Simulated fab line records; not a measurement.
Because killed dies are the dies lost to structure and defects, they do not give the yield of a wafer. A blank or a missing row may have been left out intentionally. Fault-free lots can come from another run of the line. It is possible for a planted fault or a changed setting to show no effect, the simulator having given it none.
The tool behind it: which one? -- flow berkeley cmos170 -- 14 lots, 42 wafers sampled, at 4 steps of a route of 331

WHAT THE GAUGES SHOWED, per wafer
UCB170_NWELL_TW_MEAS_16. Usual: NWELL_TW typically reads 1238, with standard deviation 7.7.
lot,measured,on,NWELL_TW,flag
L531,day 2 09:13,film metro-04,1235 1231 1241,
L532,day 2 17:41,film metro-03,1237 1238 1243,
L533,day 3 02:42,film metro-01,1240 1239 1246,
L535,day 3 14:06,film metro-01,1244 1245 1243,
L537,day 3 18:24,film metro-04,1223 1228 1232,
L536,day 3 18:41,film metro-03,1249 1242 1249,
L538,day 4 03:43,film metro-04,1234 1225 1233,
L541,day 4 11:47,film metro-04,1231 1228 1237,
L543,day 4 18:54,film metro-04,1232 1231 1233,
L544,day 5 04:46,film metro-03,1238 1238 1233,
L549,day 6 06:07,film metro-01,1246 1244 1249,
L548,day 6 06:23,film metro-04,1247 1248 1243,
L550,day 6 16:40,film metro-03,1232 1226 1231,
L554,day 7 13:17,film metro-04,1242 1240 1240,

UCB170_V2_BOW_MEAS_03. Usual: V2_BOW typically reads 37 um, with standard deviation 7.2.
lot,measured,on,V2_BOW (um),flag
L531,day 8 16:21,film metro-04,37 36 39,
L532,day 9 08:56,film metro-03,40 35 42,
L533,day 9 11:47,film metro-03,24 42 48,
L535,day 9 14:14,film metro-02,30 41 33,
L537,day 10 14:13,film metro-04,41 35 29,
L536,day 10 16:35,film metro-03,27 38 30,
L538,day 10 18:25,film metro-04,34 29 45,
L541,day 11 03:44,film metro-03,27 42 45,
L543,day 11 13:26,film metro-02,26 36 32,
L544,day 12 05:24,film metro-02,40 33 43,
L549,day 13 02:24,film metro-04,42 40 35,
L548,day 13 08:23,film metro-02,36 41 37,
L550,day 13 17:20,film metro-04,26 33 20,
L554,day 14 12:53,film metro-04,30 47 40,

EACH LOT AND THE TOOL THAT RAN IT (in order: tool; ch and the chambers of the sampled wafers; start)
lot,UCB170_ACTIVE_SOFTBAKE_09,UCB170_SDANNEAL_RTA_00
L531,"litho track-01 ch 0, day 4 13:42","rtp anneal-01 ch 0, day 8 00:30"
L532,"litho track-02 ch 0, day 4 20:24","rtp anneal-02 ch 0, day 8 18:10"
L533,"litho track-01 ch 0, day 5 01:53","rtp anneal-01 ch 0, day 8 18:30"
L535,"litho track-04 ch 0, day 5 16:05","rtp anneal-01 ch 0, day 8 18:59"
L537,"litho track-04 ch 0, day 6 00:58","rtp anneal-01 ch 0, day 9 23:31"
L536,"litho track-01 ch 0, day 6 00:07","rtp anneal-02 ch 0, day 10 00:05"
L538,"litho track-01 ch 0, day 6 00:32","rtp anneal-01 ch 0, day 9 23:57"
L541,"litho track-01 ch 0, day 6 17:20","rtp anneal-02 ch 0, day 10 10:38"
L543,"litho track-01 ch 0, day 7 02:17","rtp anneal-01 ch 0, day 10 22:33"
L544,"litho track-01 ch 0, day 7 17:06","rtp anneal-01 ch 0, day 11 11:26"
L549,"litho track-04 ch 0, day 8 23:50","rtp anneal-02 ch 0, day 12 11:17"
L548,"litho track-02 ch 0, day 8 23:48","rtp anneal-01 ch 0, day 12 11:46"
L550,"litho track-04 ch 0, day 9 13:23","rtp anneal-01 ch 0, day 12 23:52"
L554,"litho track-02 ch 0, day 10 06:34","rtp anneal-01 ch 0, day 13 14:28"
- UCB170_ACTIVE_SOFTBAKE_09: time 60 s.
- UCB170_SDANNEAL_RTA_00: time 10 s.

AS READ BY THE TOOLS THEMSELVES (means over the sampled wafers that have a number; for cases with no such wafer, the mark the record gives instead)
UCB170_ACTIVE_SOFTBAKE_09. Usual: run length s at 89.28 s, with a standard deviation of 0.15.
lot,tool,run length s (s),flag
L531,litho track-01,89.38,
L532,litho track-02,89.23,
L533,litho track-01,89.44,
L535,litho track-04,89.11,
L537,litho track-04,89.19,
L536,litho track-01,89.41,
L538,litho track-01,89.46,
L541,litho track-01,89.34,
L543,litho track-01,110.07,OFF
L544,litho track-01,109.97,OFF
L549,litho track-04,89.26,
L548,litho track-02,89.18,
L550,litho track-04,89.14,
L554,litho track-02,89.23,

UCB170_SDANNEAL_RTA_00. Usual: anneal temp c max 904.9, standard deviation 1.1; lamp power pct 17.8 %, standard deviation 0.36; wafer_temp_C_max 904.1, standard deviation 1.1.
lot,tool,anneal temp c max,lamp power pct (%),wafer_temp_C_max,flag
L531,rtp anneal-01,904.7,17.5,903.2,
L532,rtp anneal-02,907.2,18.2,905.7,
L533,rtp anneal-01,903.8,17.5,903.5,
L535,rtp anneal-01,905.0,17.5,903.9,
L537,rtp anneal-01,905.3,17.5,903.2,
L536,rtp anneal-02,905.4,18.2,905.1,
L538,rtp anneal-01,904.1,17.5,903.5,
L541,rtp anneal-02,904.8,18.2,905.7,
L543,rtp anneal-01,904.3,17.5,902.6,
L544,rtp anneal-01,904.6,17.5,902.4,
L549,rtp anneal-02,905.5,18.2,904.7,
L548,rtp anneal-01,903.9,17.5,903.2,
L550,rtp anneal-01,903.7,17.5,903.7,
L554,rtp anneal-01,904.0,17.5,903.3,

THE ANSWER, worked out from the rows above alone
Rule: take the mean of a lot's wafers that have a number; if it is more than 3 standard deviations from the usual mean, the lot is off. A lot without any number at a reading at which 4 lots or more have one is off too. All remaining lots with rows at the step are treated as sound. The gauges are gone through in route order, then the tools' own readings, and for those a lot's mean is taken as printed above. The first step at which some lot is off is used, and at that step the reading that is off furthest; a lot without a number counts as furthest.
Off at UCB170_ACTIVE_SOFTBAKE_09 (run length s): L543, L544.
A tool fits if, at that step or a process step before it, it ran every lot that is off, and no sound lot after the first of them. One fits: UCB170_ACTIVE_SOFTBAKE_09 on litho track-01. A fault onset in the window from L541 (day 6 17:20, its last sound lot) to L543 (day 7 02:17, its first lot off) fits.
The tool's own readings at UCB170_ACTIVE_SOFTBAKE_09 bear it out: on the lots that are off they differ by more than 5 times the standard deviation of the sound lots' means. run length s reads 110.02 s there against 89.28 s on the sound lots.

WHAT THE SIMULATOR HAD INSERTED
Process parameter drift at UCB170_ACTIVE_SOFTBAKE_09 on litho track-01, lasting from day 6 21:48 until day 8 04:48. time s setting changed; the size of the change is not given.
Struck lots among those shown: L543, L544. The rule above found the same.
